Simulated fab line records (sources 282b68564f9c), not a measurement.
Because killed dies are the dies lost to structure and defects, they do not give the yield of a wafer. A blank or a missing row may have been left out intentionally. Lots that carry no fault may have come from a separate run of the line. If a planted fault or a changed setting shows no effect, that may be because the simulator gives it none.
A lot that was struck, set against a sound lot -- flow rit cmos -- 43 out of 202 route steps
Sound: the wafers L415.2, L415.5, L415.6. Wafers L418.1, L418.5, L418.6 were the ones struck. The cause is given at the end.
Order at every step that has rows: each side's tool, ch and its chambers, its first start. Under that, the readings that differ: sound wafers -- struck wafers -- difference of the means -- sigmas: that difference in standard deviations of wafers without a fault.
alike: same words and numbers on both sides, and readings whose means sit less than 2 such deviations apart. not compared: any withheld reading, any reading some wafer has no value for, any bound like >300 that may hide the same value, and any number with overlapping values for which the record gives no deviation.
A row with sigmas, a row that says differs or no value, or rows on one side alone: a step with any of these is where the two part. Numbers that don't overlap but have no deviation are shown without sigmas and don't part them. A reading missing from all wafers of one side parts the sides only when that side holds two or more wafers.

first, 1 step without rows for these wafers: RIT_ACTIVE_DEVELOP_10 (develop time 50 s).
RIT_ACTIVE_CD_MEAS_11: the cd target is 1400 nm.
  sound on cd sem-01, day 2 20:35; struck on cd sem-01, day 3 13:08
  alike: cd nm
then, 1 step without rows for these wafers: RIT_ACTIVE_HARDBAKE_12 (time 60 s).
RIT_ACTIVE_ETCH_13: etches Si3N4 in SF6, stops on SiO2, time 210 s, target depth 210 nm.
  sound on rie diel-02 ch 1,2, day 2 20:50; struck on rie diel-04 ch 1,3, day 3 13:24
  alike: drypump motor current A, oes product au, throttle valve pct
  not compared: rf hours counter h
RIT_ACTIVE_STRIP_14: strips in O2, time 180 s.
  sound on plasma asher-02 ch 0,1, day 2 20:58; struck on plasma asher-03 ch 0,1, day 3 13:32
  alike: drypump motor current A
  not compared: rf hours counter h
RIT_ACTIVE_CD_MEAS_90: the cd target is 1400 nm.
  sound on cd sem-02, day 2 21:10; struck on cd sem-01, day 3 13:43
  alike: cd nm
then, 4 steps without rows for these wafers: RIT_ACTIVE_CLEAN_15 (cleans in SC1, time 600 s); RIT_ACTIVE_CLEAN_16 (cleans in dHF, time 30 s); RIT_ACTIVE_CLEAN_17 (cleans in SC2, time 600 s); RIT_FOX1_OXIDATION_00 (target thk 350.7 nm, ox time 1130 s).
RIT_FOX1_THK_MEAS_01:
  sound on film metro-02, day 2 23:19; struck on film metro-02, day 3 16:36
  alike: FOX1_OXIDE_THK
then, 1 step without rows for these wafers: RIT_FOX1_WET_ETCH_02 (etches SiO2 in BOE, target depth 350 nm, time 390 s).
RIT_FOX2_OXIDATION_00: target thk 350.7 nm, ox time 1130 s.
  sound on furnace-03 ch 0, day 2 23:36; struck on furnace-03 ch 0, day 3 16:47
  alike: zone power source pct
RIT_FOX2_THK_MEAS_01:
  sound on film metro-03, day 3 00:55; struck on film metro-02, day 3 18:06
  alike: FOX2_OXIDE_THK
then, 2 steps without rows for these wafers: RIT_FOX2_CLEAN_02 (cleans in dHF, time 180 s); RIT_FOX2_WET_ETCH_03 (etches Si3N4 in H3PO4, target depth 195 nm, time 2700 s).
RIT_FOX2_THK_MEAS_90:
  sound on film metro-02, day 3 02:34; struck on film metro-01, day 3 18:59
  alike: FIELD_OXIDE_LEFT_1_THK
then, 6 steps without rows for these wafers: RIT_NWELL_HMDS_00 (prime time 60 s); RIT_NWELL_COAT_01 (resist thk 1300 nm); RIT_NWELL_SOFTBAKE_02 (time 60 s); RIT_NWELL_EXPOSE_03 (exposes mask M2, target cd 43900 nm); RIT_NWELL_PEB_04; RIT_NWELL_DEVELOP_05 (develop time 68 s).
RIT_NWELL_OVL_MEAS_06:
  sound on overlay-01, day 3 03:30; struck on overlay-01, day 3 19:56
  alike: NWELL_OVL
then, 2 steps without rows for these wafers: RIT_NWELL_HARDBAKE_07 (time 120 s); RIT_NWELL_IMPLANT_08.
RIT_NWELL_STRIP_09: strips in O2, time 180 s.
  sound on plasma asher-04 ch 0,1, day 3 04:02; struck on plasma asher-03 ch 0,1, day 3 20:22
  alike: drypump motor current A
  not compared: rf hours counter h
RIT_NWELL_TW_MEAS_10:
  sound on film metro-03, day 3 04:13; struck on film metro-03, day 3 20:32
  alike: NWELL_TW
then, 6 steps without rows for these wafers: RIT_PWELL_HMDS_00 (prime time 60 s); RIT_PWELL_COAT_01 (resist thk 1300 nm); RIT_PWELL_SOFTBAKE_02 (time 60 s); RIT_PWELL_EXPOSE_03 (exposes mask M3, target cd 43700 nm); RIT_PWELL_PEB_04; RIT_PWELL_DEVELOP_05 (develop time 68 s).
RIT_PWELL_OVL_MEAS_06:
  sound on overlay-02, day 3 05:16; struck on overlay-02, day 3 21:43
reading,sound,struck,difference,sigmas
PWELL_OVL (nm),1.0 1.8 2.9,0.5 -2.7 -0.8,-2.9,-2
then, 2 steps without rows for these wafers: RIT_PWELL_HARDBAKE_07 (time 120 s); RIT_PWELL_IMPLANT_08.
RIT_PWELL_STRIP_09: strips in O2, time 180 s.
  sound on plasma asher-02 ch 0,1, day 3 05:55; struck on plasma asher-04 ch 0,1, day 3 22:14
  alike: drypump motor current A
  not compared: rf hours counter h
RIT_PWELL_TW_MEAS_10:
  sound on film metro-03, day 3 06:06; struck on film metro-01, day 3 22:25
  alike: PWELL_TW
then, 1 step without rows for these wafers: RIT_WELLDRIVE_ANNEAL_00 (time 14700 s).
RIT_WELLDRIVE_RS_MEAS_01: the measuring method here is four-point-probe.
  sound on film metro-01, day 3 11:16; struck on film metro-03, day 4 03:33
  alike: NWELL_RS
RIT_WELLDRIVE_RS_MEAS_02: the measuring method here is four-point-probe.
  sound on film metro-01, day 3 11:23; struck on film metro-03, day 4 03:40
  alike: PWELL_RS
RIT_M1_PROBE_99:
  sound on prober-01, day 4 16:43; struck on prober-02, day 5 09:52
reading,sound,struck,difference,sigmas
model.etest.pmos_0p15.gate log10 a cm2,-6.893 -6.888 -6.72,-3.085 -3.125 -3.034,+3.752,
model.etest.nmos_0p15.gate log10 a cm2,-5.82 -5.795 -5.741,-2.465 -2.491 -2.515,+3.295,
model.etest.gate to diffusion comb.leak log10 a um,-12.57 -12.45 -12.59,-9.47 -9.574 -9.668,+2.97,
model.etest.diode nwell sub.leak log10 a cm2,-7.567 -7.437 -7.456,-5.916 -5.749 -5.906,+1.630,
model.etest.nmos_0p15.gate bv v (V),4.879 4.915 4.873,3.52 3.469 3.537,-1.38,
model.etest.pmos_0p15.gate bv v (V),4.775 4.83 4.767,3.41 3.384 3.42,-1.39,
model.etest.pmos_0p15.bv v (V),5.748 5.783 5.718,4.57 4.543 4.581,-1.19,
model.etest.pmos_0p3.bv v (V),5.745 5.781 5.717,4.57 4.543 4.581,-1.18,
  alike: killed at contacts, killed at front end, killed dies, killed open, killed short

== WHERE THEY PART ==
Only at RIT_PWELL_OVL_MEAS_06, as far as this record shows. Later steps at which nothing parts them and some readings are alike: RIT_PWELL_STRIP_09, RIT_PWELL_TW_MEAS_10, RIT_WELLDRIVE_RS_MEAS_01, RIT_WELLDRIVE_RS_MEAS_02, RIT_M1_PROBE_99.

WHY: whatever the simulator had introduced
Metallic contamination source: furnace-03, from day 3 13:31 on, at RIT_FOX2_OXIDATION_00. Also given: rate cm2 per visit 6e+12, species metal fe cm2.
